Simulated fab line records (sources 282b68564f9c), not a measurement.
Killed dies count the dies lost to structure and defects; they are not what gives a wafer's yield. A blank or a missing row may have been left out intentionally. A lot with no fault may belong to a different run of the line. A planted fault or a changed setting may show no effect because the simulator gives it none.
Lot-split experiment + flow rit cmos + on a route of 202 steps: 5 lots, 23 wafers read

THE SPLIT
At RIT_ACTIVE_DEVELOP_10 (develop time 50 s), the setting develop time s was moved away from the recipe's 50 s on 5 of the 23 wafers read, by -6.4% to +9.6%. This setting was run at the recipe's value on the other wafers.

FROM THE SPLIT TO THE READING: what the file shows between them, 3 steps
- RIT_ACTIVE_CD_MEAS_11: target cd 1400 nm
- RIT_ACTIVE_ETCH_13: etches Si3N4 in SF6, stops on SiO2, time 210 s, target depth 210 nm (also split here: over etch frac)
- RIT_ACTIVE_STRIP_14: strips in O2, time 180 s

THE READING
cd nm, in nm, at RIT_ACTIVE_CD_MEAS_90 (target cd 1400 nm). On this fab line, fault-free wafers typically give 1398.8 nm with a standard deviation of 2.1 nm.

| wafer  | tool, chamber at the split | develop time s as run, s | against the recipe | cd nm, nm | against lot-mates on the recipe |
|--------|----------------------------|--------------------------|--------------------|-----------|---------------------------------|
| L075.2 | litho track-03, 0          | 46.81                    | -6.4%              | 1409.1    | +5.7                            |
| L075.3 | litho track-03, 0          | 50                       | recipe             | 1403.6    | -                               |
| L075.4 | litho track-03, 0          | 46.81                    | -6.4%              | 1410.4    | +7.0                            |
| L075.5 | litho track-03, 0          | 50                       | recipe             | 1401.9    | -                               |
| L075.6 | litho track-03, 0          | 50                       | recipe             | 1404.7    | -                               |
| L076.1 | litho track-03, 0          | 54.78                    | +9.6%              | 1388.0    | -11.7                           |
| L076.2 | litho track-03, 0          | 50                       | recipe             | 1399.5    | -                               |
| L076.3 | litho track-03, 0          | 54.78                    | +9.6%              | 1388.3    | -11.4                           |
| L076.4 | litho track-03, 0          | 50                       | recipe             | 1399.9    | -                               |
| L076.5 | litho track-03, 0          | 54.78                    | +9.6%              | 1390.8    | -8.9                            |
| L078.1 | litho track-03, 0          | 50                       | recipe             | 1398.0    | -                               |
| L078.2 | litho track-03, 0          | 50                       | recipe             | 1397.2    | -                               |
| L078.4 | litho track-03, 0          | 50                       | recipe             | 1399.7    | -                               |
| L078.5 | litho track-03, 0          | 50                       | recipe             | 1398.1    | -                               |
| L078.6 | litho track-03, 0          | 50                       | recipe             | 1399.7    | -                               |
| L083.2 | litho track-04, 0          | 50                       | recipe             | 1395.3    | -                               |
| L083.4 | litho track-04, 0          | 50                       | recipe             | 1394.0    | -                               |
| L083.6 | litho track-04, 0          | 50                       | recipe             | 1394.1    | -                               |
| L084.1 | litho track-01, 0          | 50                       | recipe             | 1395.9    | -                               |
| L084.2 | litho track-01, 0          | 50                       | recipe             | 1400.3    | -                               |
| L084.3 | litho track-01, 0          | 50                       | recipe             | 1397.9    | -                               |
| L084.4 | litho track-01, 0          | 50                       | recipe             | 1399.8    | -                               |
| L084.5 | litho track-01, 0          | 50                       | recipe             | 1398.2    | -                               |

FIT RESULTS
A straight line over all 23 wafers: cd nm changes by -1.2 nm for each +1% of develop time s; r = -0.86; the points scatter about the line by 2.9 nm.
The same after taking each lot's own level away (the mean of its wafers on the recipe; 23 wafers): -1.08 nm for each +1%; r = -0.97; scatter 1.2 nm.
Per that fit: largest develop time s move, reading shift of 10 nm.
The span of the lots' own levels, 1394.47 to 1403.40 nm, comes to 4.3 times the standard deviation stated above.
Hence the slope depends on the lot-to-lot level, as the two fits are not the same.
Check: -9.99 nm against its lot-mates is what the line predicts for one of the wafers moved furthest among these (+9.6%) when that wafer is left out of the fit. Against them it came out at -11.7 nm.

OTHER SPLITS APPLIED TO THESE WAFERS
These wafers also went through other splits before the reading. Each is held against what the fit with the lots' levels taken away leaves over:
| other split on the same wafers    | wafers away from the commonest value | r with cd nm (lot level and that fit taken away) |
|-----------------------------------|--------------------------------------|--------------------------------------------------|
| RIT_ACTIVE_ETCH_13 over etch frac | 7                                    | +0.14                                            |

THE WHOLE CHAIN: every reading that the file lists as answering this split, in the file's order
| step                  | what it does      | reading | change (the file's fit)              | r (the file's) |
|-----------------------|-------------------|---------|--------------------------------------|----------------|
| RIT_ACTIVE_CD_MEAS_11 | target cd 1400 nm | cd nm   | -1.08 nm for each +1% of the setting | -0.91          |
| RIT_ACTIVE_CD_MEAS_90 | target cd 1400 nm | cd nm   | -1.08 nm for each +1% of the setting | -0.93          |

FILE'S OWN FIT
cd nm changes by -1.08 nm for each +1% of develop time s, r = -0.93.
